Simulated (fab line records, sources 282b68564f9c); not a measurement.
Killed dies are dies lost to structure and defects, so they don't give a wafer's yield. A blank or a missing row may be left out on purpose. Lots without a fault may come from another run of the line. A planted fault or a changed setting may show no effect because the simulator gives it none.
fab line records | flow rit_cmos
record lots=14 wafers=42 last_day=8
route steps=202 shown GATE@84 PLDD@120 SILICIDE@165 M1@198
lots that met no fault: from a run of the same line without faults
start_h: hours from the record's first day to the start of the lot's first wafer shown | wait_h: hours since the lot's step before | " the same as in the row above | L1.1+2: a row that stands for several wafers | - no value, or no start given | * or withheld: withheld | < > ~ a bound
route shown NAME@n: a module of which the file shows steps, and the number in the route of the first | usual: mean/standard deviation of fault-free wafers | same: alike in all rows | chamber/n: place in a boat | sites: the reading at each site | _std_site: their standard deviation | _edge_site: outer sites' mean less inner sites' | radius_mm: how far each site lies from the wafer's centre | mask NAME#n: copy n | behind: the tool/chamber that last shaped the wafer | hold: why the lot was held/for how many hours/how that ended | device: the transistor (n, p or np) that didn't switch | end of line: the same wafers' tests at the end of the route | a step without rows: its recipe alone | killed: dies lost to structure and defects at the first sort, not the wafer's yield | map: a wafer's dies, x killed, . not, _ none there
set.NAME: the setting as run; set.NAME@STEP: as run at that earlier step | model.NAME: the simulator's own value behind a step, which no gauge read
steps of the route over a sample of lots; a table a step, a row a wafer
services: from which hour (start_h, from the record's first day; less than 0 if before it) a tool's chamber was out of use, for how many hours, and why
## steps
# step RIT_GATE_CVD_08
# recipe material=poly-Si target_thk_nm=250 temp_c=610 precursor=SiH4 time_s=2220 pressure_mtorr=300 sih4_flow_sccm=100
# usual zone_power_load_pct=11.7/1.4
# columns lot.wafer tool chamber start_h wait_h zone_power_load_pct
L502.2 lpcvd-01 1 59.98 0.0 10.8
L502.3 " 1 " " 10.6
L502.6 " 1 " " 10.7
L505.3 lpcvd-02 0 68.56 0.7 10.5
L505.4 " 0 " " 10.6
L505.6 " 0 " " 10.5
L505.3 lpcvd-01 0 70.52 0.3 11.6
L505.4 " 0 " " 11.5
L505.6 " 0 " " 11.6
L508.2 lpcvd-01 0 84.18 0.0 11.7
L508.3 " 0 " " 11.8
L508.4 " 0 " " 11.6
L508.2 lpcvd-02 0 87.10 1.3 10.5
L508.3 " 0 " " 10.7
L508.4 " 0 " " 10.5
L509.4 lpcvd-02 0 87.10 0.0 10.7
L509.5 " 0 " " 10.6
L509.6 " 0 " " 10.6
L510.1 lpcvd-02 0 93.74 1.3 10.7
L510.2 " 0 " " 10.6
L510.5 " 0 " " 10.6
L511.2 lpcvd-02 1 100.10 1.3 14.5
L511.3 " 1 " " 14.3
L511.5 " 1 " " 14.1
L512.1 lpcvd-02 0 102.98 0.1 10.3
L512.3 " 0 " " 10.7
L512.5 " 0 " " 10.6
L515.1 lpcvd-02 1 117.49 0.1 14.3
L515.4 " 1 " " 14.3
L515.5 " 1 " " 14.4
L516.1 lpcvd-01 1 120.14 0.1 10.6
L516.2 " 1 " " 10.9
L516.5 " 1 " " 10.8
L517.1 lpcvd-02 1 130.64 0.5 14.3
L517.2 " 1 " " 14.2
L517.5 " 1 " " 14.3
L518.3 lpcvd-02 1 134.56 0.0 14.4
L518.4 " 1 " " 14.2
L518.6 " 1 " " 14.2
L519.3 lpcvd-01 0 144.93 0.0 11.4
L519.4 " 0 " " 11.7
L519.6 " 0 " " 11.8
L520.1 lpcvd-01 0 150.10 0.1 11.6
L520.2 " 0 " " 11.8
L520.6 " 0 " " 11.6
L521.1 lpcvd-02 0 157.47 0.1 10.7
L521.2 " 0 " " 10.4
L521.3 " 0 " " 10.5
# step RIT_GATE_THK_MEAS_09
# recipe reads=poly-Si_of_GATE_CVD_08
# usual GATE_POLY_THK=250.1/2.3
# columns lot.wafer tool chamber start_h wait_h GATE_POLY_THK[nm]
L502.2 film_metro-03 - 61.61 0.0 247.6
L502.3 " - " " 249.5
L502.6 " - " " 251.2
L505.3 film_metro-03 - 72.21 0.1 501.2
L505.4 " - " " 500.3
L505.6 " - " " 501.5
L505.3 film_metro-03 - 72.44 0.2 501.0
L505.4 " - " " 500.5
L505.6 " - " " 501.4
L508.2 film_metro-02 - 88.73 0.0 501.6
L508.3 " - " " 505.0
L508.4 " - " " 503.0
L508.2 film_metro-02 - 88.96 0.2 501.6
L508.3 " - " " 505.3
L508.4 " - " " 503.4
L509.4 film_metro-03 - 88.75 0.0 249.3
L509.5 " - " " 249.6
L509.6 " - " " 251.7
L510.1 film_metro-02 - 95.35 0.0 250.2
L510.2 " - " " 253.9
L510.5 " - " " 253.8
L511.2 film_metro-04 - 101.73 0.0 254.8
L511.3 " - " " 251.6
L511.5 " - " " 252.7
L512.1 film_metro-04 - 104.60 0.0 247.5
L512.3 " - " " 249.1
L512.5 " - " " 250.2
L515.1 film_metro-03 - 119.11 0.0 247.8
L515.4 " - " " 248.5
L515.5 " - " " 247.9
L516.1 film_metro-02 - 121.76 0.0 247.1
L516.2 " - " " 247.5
L516.5 " - " " 249.2
L517.1 film_metro-04 - 132.26 0.0 250.9
L517.2 " - " " 252.2
L517.5 " - " " 253.7
L518.3 film_metro-04 - 136.19 0.0 251.2
L518.4 " - " " 251.3
L518.6 " - " " 253.1
L519.3 film_metro-02 - 146.57 0.0 252.9
L519.4 " - " " 251.2
L519.6 " - " " 252.6
L520.1 film_metro-02 - 151.72 0.0 253.1
L520.2 " - " " 253.4
L520.6 " - " " 252.7
L521.1 film_metro-03 - 159.08 0.0 249.9
L521.2 " - " " 251.5
L521.3 " - " " 250.5
# step RIT_PLDD_OVL_MEAS_06
# usual PLDD_OVL=-0.5/1.3
# columns lot.wafer tool chamber start_h wait_h PLDD_OVL[nm]
L502.2 overlay-02 - 70.09 - 2.1
L502.3 " - " " 1.4
L502.6 " - " " 1.1
L509.4 overlay-02 - 95.82 - -1.6
L509.5 " - " " -1.2
L509.6 " - " " 2.0
L510.1 overlay-02 - 102.68 - -0.5
L510.2 " - " " -1.8
L510.5 " - " " -2.0
L511.2 overlay-01 - 109.87 - -2.2
L511.3 " - " " 0.2
L511.5 " - " " 1.3
L512.1 overlay-01 - 111.95 - -2.0
L512.3 " - " " -0.3
L512.5 " - " " -0.6
L515.1 overlay-02 - 128.37 - 0.5
L515.4 " - " " 1.8
L515.5 " - " " -0.5
L516.1 overlay-02 - 130.86 - 0.9
L516.2 " - " " 0.5
L516.5 " - " " 0.4
L517.1 overlay-02 - 139.75 - -1.2
L517.2 " - " " -0.7
L517.5 " - " " -1.0
L518.3 overlay-01 - 145.77 - -0.9
L518.4 " - " " -1.6
L518.6 " - " " -0.5
L519.3 overlay-01 - 156.27 - -1.5
L519.4 " - " " 1.0
L519.6 " - " " -1.0
L520.1 overlay-01 - 162.20 - -1.8
L520.2 " - " " -0.1
L520.6 " - " " 0.0
L521.1 overlay-02 - 171.18 - 1.7
L521.2 " - " " 0.1
L521.3 " - " " 0.4
# step RIT_SILICIDE_RTA_04
# recipe temp_c=650 time_s=10 idle_temp_c=25 ramp_up_s=5 ramp_down_s=5 cool_to_c=25 ambient=N2
# usual wafer_temp_C_max=652.6/0.85
# columns lot.wafer tool chamber start_h wait_h wafer_temp_C_max
L502.2 rtp_anneal-01 0 77.37 0.1 653.3
L502.3 " 0 " " 652.3
L502.6 " 0 " " 654.5
L509.4 rtp_anneal-02 0 103.73 0.1 651.3
L509.5 " 0 " " 652.4
L509.6 " 0 " " 651.9
L510.1 rtp_anneal-01 0 109.99 0.1 653.1
L510.2 " 0 " " 654.0
L510.5 " 0 " " 654.1
L511.2 rtp_anneal-02 0 117.92 0.1 652.4
L511.3 " 0 " " 652.4
L511.5 " 0 " " 652.1
L512.1 rtp_anneal-01 0 120.00 0.1 653.9
L512.3 " 0 " " 654.5
L512.5 " 0 " " 652.3
L515.1 rtp_anneal-02 0 136.00 0.1 653.0
L515.4 " 0 " " 651.7
L515.5 " 0 " " 651.7
L516.1 rtp_anneal-01 0 138.32 0.1 653.5
L516.2 " 0 " " 653.4
L516.5 " 0 " " 653.0
L517.1 rtp_anneal-02 0 148.41 0.1 651.6
L517.2 " 0 " " 652.4
L517.5 " 0 " " 651.5
L518.3 rtp_anneal-01 0 153.42 0.1 654.2
L518.4 " 0 " " 653.2
L518.6 " 0 " " 652.1
L519.3 rtp_anneal-02 0 163.58 0.1 651.6
L519.4 " 0 " " 652.4
L519.6 " 0 " " 652.1
L520.1 rtp_anneal-01 0 169.84 0.1 652.7
L520.2 " 0 " " 652.5
L520.6 " 0 " " 653.1
L521.1 rtp_anneal-01 0 178.81 0.1 652.8
L521.2 " 0 " " 654.0
L521.3 " 0 " " 653.7
# step RIT_M1_STRIP_14
# recipe chemistry=O2 time_s=180 platen_temp_c=withheld power_w=500 pressure_mtorr=4000 o2_flow_sccm=4000
# usual drypump_motor_current_A=5.62/0.19
# columns lot.wafer tool chamber start_h wait_h drypump_motor_current_A rf_hours_counter_h
L502.2 plasma_asher-01 0 82.21 0.0 5.65 43
L502.3 " 1 " " 5.70 -
L502.6 " 0 " " 5.66 -
L509.4 plasma_asher-01 0 108.68 0.1 5.62 -
L509.5 " 1 " " 5.75 -
L509.6 " 0 " " 5.64 -
L510.1 plasma_asher-04 0 114.96 0.0 5.70 48
L510.2 " 1 " " 5.17 48
L510.5 " 1 " " 5.17 -
L511.2 plasma_asher-01 0 123.17 0.0 5.64 1
L511.3 " 0 " " 5.66 -
L511.5 " 1 " " 5.72 -
L512.1 plasma_asher-04 1 125.25 0.0 5.15 49
L512.3 " 0 " " 5.72 -
L512.5 " 0 " " 5.71 -
L515.1 plasma_asher-04 1 140.80 0.0 5.15 51
L515.4 " 0 " " 5.71 -
L515.5 " 1 " " 5.15 -
L516.1 plasma_asher-04 1 142.85 0.0 5.17 51
L516.2 " 0 " " 5.72 51
L516.5 " 0 " " 5.72 -
L517.1 plasma_asher-03 0 153.52 0.0 5.64 53
L517.2 " 1 " " 5.71 53
L517.5 " 1 " " 5.72 -
L518.3 plasma_asher-03 1 158.48 0.1 5.73 -
L518.4 " 0 " " 5.64 -
L518.6 " 1 " " 5.73 -
L519.3 plasma_asher-01 0 168.48 0.1 5.66 -
L519.4 " 1 " " 5.72 -
L519.6 " 0 " " 5.64 -
L520.1 plasma_asher-03 0 174.58 0.0 5.66 55
L520.2 " 1 " " 5.74 55
L520.6 " 1 " " 5.75 -
L521.1 plasma_asher-04 0 183.78 0.0 5.70 54
L521.2 " 1 " " 5.16 54
L521.3 " 1 " " 5.18 -
# step RIT_M1_PROBE_99
# usual defect_limited_yield=97.2/1.1 killed_at_contacts=0.1/0.31 killed_at_front_end=7/3 killed_dies=7/3 killed_open=3.8/2.1 killed_short=3.6/1.9 sort_bin_3_pad_short=0.1/0.21 sort_bin_5_function=1.6/0.8 sort_bin_6_memory=1.1/0.66 sort_n_pass=257/3 sort_yield_pct=97.2/1.1
# same gross_dies=264 killed_at_M0_to_M3=0 killed_at_M4_up=0 killed_at_back_side=0 killed_at_other=0
# columns lot.wafer tool chamber start_h wait_h defect_limited_yield[%] killed_at_contacts killed_at_front_end killed_dies killed_open killed_short sort_bin_3_pad_short[%] sort_bin_5_function[%] sort_bin_6_memory[%] sort_n_pass sort_yield_pct[%]
L502.2 prober-02 - 84.18 0.1 95.8 0 11 11 5 6 0.4 2.3 1.5 253 95.8
L502.3 prober-02 - 84.23 0.2 96.6 1 8 9 6 3 0 2.7 0.8 255 96.6
L502.6 prober-02 - 84.38 0.2 96.2 0 10 10 8 2 0.8 1.5 1.5 254 96.2
L509.4 prober-01 - 111.95 0.2 97.7 0 6 6 4 2 0 1.5 0.8 258 97.7
L509.5 prober-01 - 112.00 0.2 98.5 0 4 4 2 2 0 0.8 0.8 260 98.5
L509.6 prober-01 - 112.05 0.2 98.1 0 5 5 3 2 0 1.1 0.8 259 98.1
L510.1 prober-02 - 116.88 0.1 96.2 0 10 10 5 5 0 1.1 2.7 254 96.2
L510.2 prober-02 - 116.93 0.1 99.2 0 2 2 1 1 0.4 0.4 0 262 99.2
L510.5 prober-02 - 117.08 0.2 96.6 1 8 9 4 5 0 2.3 1.1 255 96.6
L511.2 prober-01 - 125.14 0.1 98.1 0 5 5 2 3 0 1.1 0.8 259 98.1
L511.3 prober-01 - 125.19 0.2 97.7 0 6 6 3 3 0.4 1.1 0.8 258 97.7
L511.5 prober-01 - 125.29 0.2 95.8 0 11 11 8 3 0 2.3 1.9 253 95.8
L512.1 prober-02 - 127.16 0.1 98.5 0 4 4 1 2 0 1.1 0.4 260 98.5
L512.3 prober-02 - 127.26 0.2 98.1 0 5 5 1 4 0 1.1 0.8 259 98.1
L512.5 prober-02 - 127.36 0.2 97.0 0 8 8 4 4 0 1.5 1.5 256 97.0
L515.1 prober-01 - 142.72 0.1 94.7 0 14 14 5 9 0.4 3.0 1.9 250 94.7
L515.4 prober-01 - 142.87 0.2 96.6 1 8 9 5 4 0 1.9 1.5 255 96.6
L515.5 prober-01 - 142.92 0.2 97.0 0 8 8 5 3 0 2.3 0.8 256 97.0
L516.1 prober-02 - 144.76 0.1 96.2 0 10 10 8 2 0 2.3 1.5 254 96.2
L516.2 prober-02 - 144.81 0.1 97.3 0 7 7 5 2 0 0.4 2.3 257 97.3
L516.5 prober-02 - 144.96 0.2 96.2 1 9 10 6 4 0 1.5 2.3 254 96.2
L517.1 prober-01 - 155.43 0.1 96.2 0 10 10 4 6 0 2.7 1.1 254 96.2
L517.2 prober-01 - 155.48 0.1 97.0 0 8 8 4 4 0 1.9 1.1 256 97.0
L517.5 prober-01 - 155.63 0.2 94.7 0 14 14 8 6 0.4 2.3 2.7 250 94.7
L518.3 prober-02 - 160.44 0.2 97.7 0 6 6 3 3 0 1.9 0.4 258 97.7
L518.4 prober-02 - 160.49 0.2 97.7 0 6 6 3 3 0 1.9 0.4 258 97.7
L518.6 prober-02 - 160.59 0.2 98.9 0 3 3 2 1 0.4 0.8 0 261 98.9
L519.3 prober-01 - 170.43 0.2 98.5 0 4 4 2 2 0.4 0.8 0.4 260 98.5
L519.4 prober-01 - 170.48 0.2 96.2 0 10 10 9 1 0 2.3 1.5 254 96.2
L519.6 prober-01 - 170.58 0.2 97.3 0 7 7 5 2 0 1.5 1.1 257 97.3
L520.1 prober-02 - 176.50 0.1 99.2 0 2 2 1 1 0 0.4 0.4 262 99.2
L520.2 prober-02 - 176.55 0.1 97.3 0 7 7 4 3 0 1.5 1.1 257 97.3
L520.6 prober-02 - 176.75 0.2 97.3 0 7 7 1 6 0 1.1 1.5 257 97.3
L521.1 prober-01 - 185.69 0.1 98.1 0 5 5 2 2 0 1.1 0.8 259 98.1
L521.2 prober-01 - 185.74 0.1 98.5 0 4 4 4 0 0 0.8 0.8 260 98.5
L521.3 prober-01 - 185.79 0.2 96.2 0 10 10 4 6 0.8 1.5 1.5 254 96.2
# killed by level:class
L502.2 FOX2:geometric_particle:short=2 GATE:geometric_particle:open=2 REOX:geometric_particle:short=2 FOX1:geometric_particle:short=1 FOX2:geometric_particle:open=1 REOX:geometric_particle:open=1 SPACER:geometric_particle:open=1 SILICIDE:geometric_particle:short=1
L502.3 GATE:geometric_particle:open=4 SILICIDE:geometric_particle:open=1 FOX2:geometric_particle:short=1 REOX:geometric_particle:short=1 SPACER:geometric_particle:open=1 CONTACT:geometric_particle:short=1
L502.6 GATE:geometric_particle:open=3 SPACER:geometric_particle:open=3 REOX:geometric_particle:open=2 FOX1:geometric_particle:short=1 GATE:geometric_particle:short=1
L509.4 SILICIDE:geometric_particle:open=3 GATE:geometric_particle:open=1 REOX:geometric_particle:short=1 SILICIDE:geometric_particle:short=1
L509.5 GATE:geometric_particle:short=2 FOX1:geometric_particle:open=1 FOX2:geometric_particle:open=1
L509.6 FOX1:geometric_particle:open=1 FOX1:geometric_particle:short=1 GATE:geometric_particle:short=1 GATE:geometric_particle:open=1 REOX:geometric_particle:open=1
L510.1 GATE:geometric_particle:short=3 FOX2:geometric_particle:open=2 GATE:geometric_particle:open=2 SPACER:geometric_particle:short=2 FOX1:geometric_particle:open=1
L510.2 FOX2:geometric_particle:short=1 SILICIDE:geometric_particle:open=1
L510.5 FOX1:geometric_particle:open=2 FOX2:geometric_particle:short=2 FOX1:geometric_particle:short=1 GATE:geometric_particle:short=1 REOX:geometric_particle:open=1 SILICIDE:geometric_particle:open=1 CONTACT:geometric_particle:short=1
L511.2 GATE:geometric_particle:short=2 FOX1:geometric_particle:open=1 REOX:geometric_particle:open=1 SPACER:geometric_particle:short=1
L511.3 GATE:geometric_particle:short=2 FOX1:geometric_particle:open=1 GATE:geometric_particle:open=1 SPACER:geometric_particle:short=1 SPACER:geometric_particle:open=1
L511.5 GATE:geometric_particle:open=4 FOX1:geometric_particle:short=2 FOX2:geometric_particle:open=2 REOX:geometric_particle:open=2 GATE:geometric_particle:short=1
L512.1 FOX1:geometric_particle:short=1 GATE:geometric_particle:short=1 SILICIDE:geometric_particle:open=1 PWELL:coat_microbubble_printed=1
L512.3 GATE:geometric_particle:short=2 FOX1:geometric_particle:short=1 REOX:geometric_particle:open=1 SILICIDE:geometric_particle:short=1
L512.5 REOX:geometric_particle:open=2 SILICIDE:geometric_particle:short=2 SILICIDE:geometric_particle:open=2 GATE:geometric_particle:short=1 SPACER:geometric_particle:short=1
L515.1 SPACER:geometric_particle:short=4 SPACER:geometric_particle:open=3 SILICIDE:geometric_particle:short=2 FOX1:geometric_particle:open=1 FOX1:geometric_particle:short=1 FOX2:geometric_particle:short=1 GATE:geometric_particle:open=1 REOX:geometric_particle:short=1
L515.4 SPACER:geometric_particle:open=2 FOX1:geometric_particle:short=1 FOX2:geometric_particle:open=1 FOX2:geometric_particle:short=1 GATE:geometric_particle:short=1 REOX:geometric_particle:open=1 SILICIDE:geometric_particle:short=1 CONTACT:geometric_particle:open=1
L515.5 GATE:geometric_particle:open=2 SPACER:geometric_particle:short=2 SILICIDE:geometric_particle:open=2 FOX1:geometric_particle:open=1 FOX1:geometric_particle:short=1
L516.1 SPACER:geometric_particle:open=4 GATE:geometric_particle:open=2 REOX:geometric_particle:short=2 FOX1:geometric_particle:open=1 REOX:geometric_particle:open=1
L516.2 GATE:geometric_particle:short=2 REOX:geometric_particle:open=2 FOX1:geometric_particle:open=1 GATE:geometric_particle:open=1 SPACER:geometric_particle:open=1
L516.5 REOX:geometric_particle:open=3 REOX:geometric_particle:short=2 GATE:geometric_particle:open=1 GATE:geometric_particle:short=1 SPACER:geometric_particle:open=1 SILICIDE:geometric_particle:open=1 CONTACT:geometric_particle:short=1
L517.1 GATE:geometric_particle:short=4 GATE:geometric_particle:open=2 REOX:geometric_particle:open=2 FOX2:geometric_particle:short=1 REOX:geometric_particle:short=1
L517.2 FOX2:geometric_particle:short=2 REOX:geometric_particle:short=2 FOX1:geometric_particle:open=1 FOX2:geometric_particle:open=1 REOX:geometric_particle:open=1 SILICIDE:geometric_particle:open=1
L517.5 REOX:geometric_particle:open=4 FOX2:geometric_particle:short=2 GATE:geometric_particle:open=2 GATE:geometric_particle:short=2 REOX:geometric_particle:short=2 FOX2:geometric_particle:open=1 SILICIDE:geometric_particle:open=1
L518.3 SILICIDE:geometric_particle:open=2 SILICIDE:geometric_particle:short=2 REOX:geometric_particle:short=1 SPACER:geometric_particle:open=1
L518.4 GATE:geometric_particle:open=2 GATE:geometric_particle:short=2 FOX1:geometric_particle:open=1 FOX1:geometric_particle:short=1
L518.6 SPACER:geometric_particle:open=2 SPACER:geometric_particle:short=1
L519.3 FOX2:geometric_particle:short=1 GATE:geometric_particle:open=1 SILICIDE:geometric_particle:open=1 SILICIDE:geometric_particle:short=1
L519.4 GATE:geometric_particle:open=4 SILICIDE:geometric_particle:open=3 REOX:geometric_particle:open=2 GATE:geometric_particle:short=1
L519.6 GATE:geometric_particle:open=4 GATE:geometric_particle:short=1 SPACER:geometric_particle:short=1 SPACER:geometric_particle:open=1
L520.1 GATE:geometric_particle:open=1 GATE:geometric_particle:short=1
L520.2 GATE:geometric_particle:open=3 REOX:geometric_particle:short=2 GATE:geometric_particle:short=1 REOX:geometric_particle:open=1
L520.6 GATE:geometric_particle:short=3 FOX1:geometric_particle:short=1 FOX2:geometric_particle:short=1 GATE:geometric_particle:open=1 SILICIDE:geometric_particle:short=1
L521.1 FOX1:geometric_particle:short=2 GATE:geometric_particle:open=1 SILICIDE:geometric_particle:open=1 PSD:coat_microbubble_printed=1
L521.2 FOX1:geometric_particle:open=2 REOX:geometric_particle:open=1 SPACER:geometric_particle:open=1
L521.3 SPACER:geometric_particle:short=4 SPACER:geometric_particle:open=4 GATE:geometric_particle:short=2
## services
# columns tool chamber start_h hours kind
plasma_asher-04 - 63.69 2.8 pm
lpcvd-01 - 85.79 14.6 pm
plasma_asher-01 - 89.30 3.2 repair
plasma_asher-01 - 108.80 9.0 pm
plasma_asher-01 0 108.80 9.0 vent_cycle
plasma_asher-01 1 108.80 9.0 vent_cycle
plasma_asher-01 0 117.80 - clean
plasma_asher-01 1 117.80 - clean
## key
first_sign step=RIT_GATE_CVD_08 reading=visit direction=added
effect step=RIT_GATE_THK_MEAS_09 reading=visit direction=added
effect step=RIT_GATE_THK_MEAS_09 reading=GATE_POLY_THK direction=up sigmas=99+ usual=250.1 struck=502.1
met_at RIT_GATE_CVD_08
struck_lots L505,L508
scrapped_behind RIT_GATE_THK_MEAS_09 L505.3,L505.4,L505.6,L508.2,L508.3,L508.4
not_acting_at RIT_PLDD_OVL_MEAS_06,RIT_SILICIDE_RTA_04,RIT_M1_STRIP_14
fault kind=repeated_step_whole tool=lpcvd-01,lpcvd-02 chamber=- onset_h=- steps=RIT_GATE_CVD_08 times=1 scope=struck_lots_only
